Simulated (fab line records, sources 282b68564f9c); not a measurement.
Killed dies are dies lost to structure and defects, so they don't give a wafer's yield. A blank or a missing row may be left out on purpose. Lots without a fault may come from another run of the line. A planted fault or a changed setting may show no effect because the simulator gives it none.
One fault seen from 2 desks | flow rit_cmos | each desk has only its own numbers; what lay behind them comes last

THE TOOL OWNER'S DESK: furnace-04
The tool's own readings at RIT_REOX_OXIDATION_03 (target thk 25.2 nm, ox time 5580 s): means of the sampled wafers that have a number, for each lot that ran on this tool. A lot is out of limits, marked OUT, if its mean lies more than 4 standard deviations from the usual mean; the brackets give that distance.
Columns: A = spike_tc_centre_C at RIT_REOX_OXIDATION_03, usual 902.1 C; B = spike_tc_load_C at RIT_REOX_OXIDATION_03, usual 928.6 C; C = spike_tc_source_C at RIT_REOX_OXIDATION_03, usual 922.1 C; D = tube_center_temp_C at RIT_REOX_OXIDATION_03, usual 900.01 C
lot  | first seen here | A                | B     | C                | D
L778 | day 3 10:51     | 900.3            | 924.6 | 924.2            | 899.98
L779 | day 3 17:02     | 901.6            | 925.9 | 923.7            | 900.03
L781 | day 4 00:10     | 910.4 (+6.9) OUT | 935.9 | 935.3 (+9.5) OUT | 899.95
L782 | day 4 06:19     | 912.3 (+8.5) OUT | 936.0 | 934.2 (+8.7) OUT | 899.98
This desk's finding: out of limits on L781, L782; first on L781, day 4 00:10 (spike_tc_centre_C at RIT_REOX_OXIDATION_03). In limits: L778, L779.

THE METROLOGY DESK
What the gauges read, lot by lot, whatever tool the lot ran on: means of the sampled wafers that have a number. A lot is out of limits, marked OUT, if its mean lies more than 4 standard deviations from the usual mean; the brackets give that distance.
Columns: A = REOX_OXIDE_THK at RIT_REOX_THK_MEAS_04, usual 25.2 nm; B = NLDD_OVL at RIT_NLDD_OVL_MEAS_06, usual -0.1 nm; C = NSD_TW at RIT_NSD_TW_MEAS_10, usual 3083
lot  | first seen here | A               | B    | C
L774 | day 2 22:11     | 25.8            | -0.7 | 3069
L775 | day 3 01:37     | 25.0            | 0.3  | 3065
L776 | day 3 03:08     | 25.6            | -0.6 | 3066
L777 | day 3 08:23     | 24.6            | 0.8  | 3105
L778 | day 3 13:25     | 24.4            | 1.9  | 3120
L779 | day 3 19:37     | 24.8            | -1.0 | 3042
L780 | day 3 22:49     | 25.9            | -0.1 | 3082
L781 | day 4 02:43     | 28.1 (+6.4) OUT | -0.3 | 3110
L782 | day 4 08:52     | 27.8 (+5.8) OUT | 0.8  | 3080
L783 | day 4 15:13     | 25.1            | 0.2  | 3114
L785 | day 4 22:59     | 25.6            | 0.6  | 3035
L790 | day 6 00:08     | 25.0            | 1.1  | 3110
L794 | day 6 20:59     | 25.4            | -0.6 | 3114
L795 | day 7 00:44     | 24.9            | -0.4 | 3068
This desk's finding: out of limits on L781, L782; first on L781, day 4 02:43 (REOX_OXIDE_THK at RIT_REOX_THK_MEAS_04). In limits: L774, L775, L776, L777, L778, L779, L780, L783, L785, L790, L794, L795.

PUT TOGETHER
The tool owner's desk could have raised an alarm at day 4 00:10, on L781, L782.
The metrology desk could have raised an alarm at day 4 02:43, on L781, L782.
Of the lots named, all ran RIT_REOX_OXIDATION_03 on furnace-04.

WHAT THE SIMULATOR HAD PUT IN
Process parameter drift: furnace-04, from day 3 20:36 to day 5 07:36, at RIT_REOX_OXIDATION_03. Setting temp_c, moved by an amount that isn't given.
Lots struck among those shown: L781, L782.
Hours from the fault's start to each desk's first reading out of limits: the tool owner's desk, 4; the metrology desk, 6.
